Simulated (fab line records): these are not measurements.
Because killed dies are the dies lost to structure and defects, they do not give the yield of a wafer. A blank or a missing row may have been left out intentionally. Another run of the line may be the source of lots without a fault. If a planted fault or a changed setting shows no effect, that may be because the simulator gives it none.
Which tool did it?    flow berkeley-cmos170    7 lots, 21 wafers sampled, at 3 steps of a route of 331

== WHAT THE GAUGES SHOWED, per wafer ==
UCB170_SDANNEAL_RS_MEAS_02: measurement is done with a four-point probe.
lot   measured      on             PSD_RS (ohm/sq)
L135  day 7 01:38   film-metro-03  75.8 75.6 75.6
L138  day 7 17:53   film-metro-01  75.5 75.8 75.3
L140  day 8 00:10   film-metro-03  75.8 75.8 76.0
L144  day 8 22:44   film-metro-01  75.8 75.9 75.6
L147  day 9 13:44   film-metro-01  66.0 66.1 65.9 66.3 66.0 65.8
L150  day 10 00:07  film-metro-04  75.2 75.3 75.0
L153  day 10 15:11  film-metro-03  75.2 74.9 75.0

== EACH LOT AND THE TOOL THAT RAN IT (in order: tool; ch and the chambers of the sampled wafers; start) ==
lot   UCB170_ACTIVE_STRIP_16               UCB170_SDANNEAL_RTA_01
L135  plasma-asher-02 ch 0,1, day 4 15:18  rtp-anneal-01 ch 0, day 7 01:34
L138  plasma-asher-02 ch 1, day 5 01:40    rtp-anneal-01 ch 0, day 7 17:50
L140  plasma-asher-03 ch 0,1, day 5 17:14  rtp-anneal-02 ch 0, day 8 00:06
L144  plasma-asher-02 ch 0,1, day 6 15:08  rtp-anneal-01 ch 0, day 8 22:41
L147  plasma-asher-02 ch 0,1, day 7 03:46  rtp-anneal-02 ch 0, day 9 13:39
L150  plasma-asher-02 ch 0,1, day 7 13:28  rtp-anneal-01 ch 0, day 10 00:02
L153  plasma-asher-03 ch 0,1, day 8 10:13  rtp-anneal-01 ch 0, day 10 15:07
- UCB170_ACTIVE_STRIP_16: strips in O2.
- UCB170_SDANNEAL_RTA_01: time 5 s.

== THE ANSWER, worked out from the rows above alone ==
Rule: usual is defined by the lots themselves. Put in order of their means at a reading, lots are off if they are a third of the lots or fewer, leave a main group of 4 or more, and stand apart from it by a gap of 3 or more times the standard deviation of the main group's means; of several such gaps the widest counts. Not used: any main group whose means are identical at the precision the tables above print for the reading. A lot without any number at a reading at which 4 lots or more have one is off too. All remaining lots with rows at the step are treated as sound.
Off: L147, seen at UCB170_SDANNEAL_RS_MEAS_02 (PSD_RS). Main group: mean 75.5 ohm/sq, sd 0.31.
If a tool, at a process step before that reading, ran all the lots that are off and no sound lot after the first of them, it fits. Those tools and the gauges at UCB170_SDANNEAL_RS_MEAS_02 are tried in the same way. This does not decide it: 2 tools fit, namely rtp-anneal-02 at UCB170_SDANNEAL_RTA_01 and film-metro-01 at UCB170_SDANNEAL_RS_MEAS_02.

== WHAT THE SIMULATOR HAD PUT IN ==
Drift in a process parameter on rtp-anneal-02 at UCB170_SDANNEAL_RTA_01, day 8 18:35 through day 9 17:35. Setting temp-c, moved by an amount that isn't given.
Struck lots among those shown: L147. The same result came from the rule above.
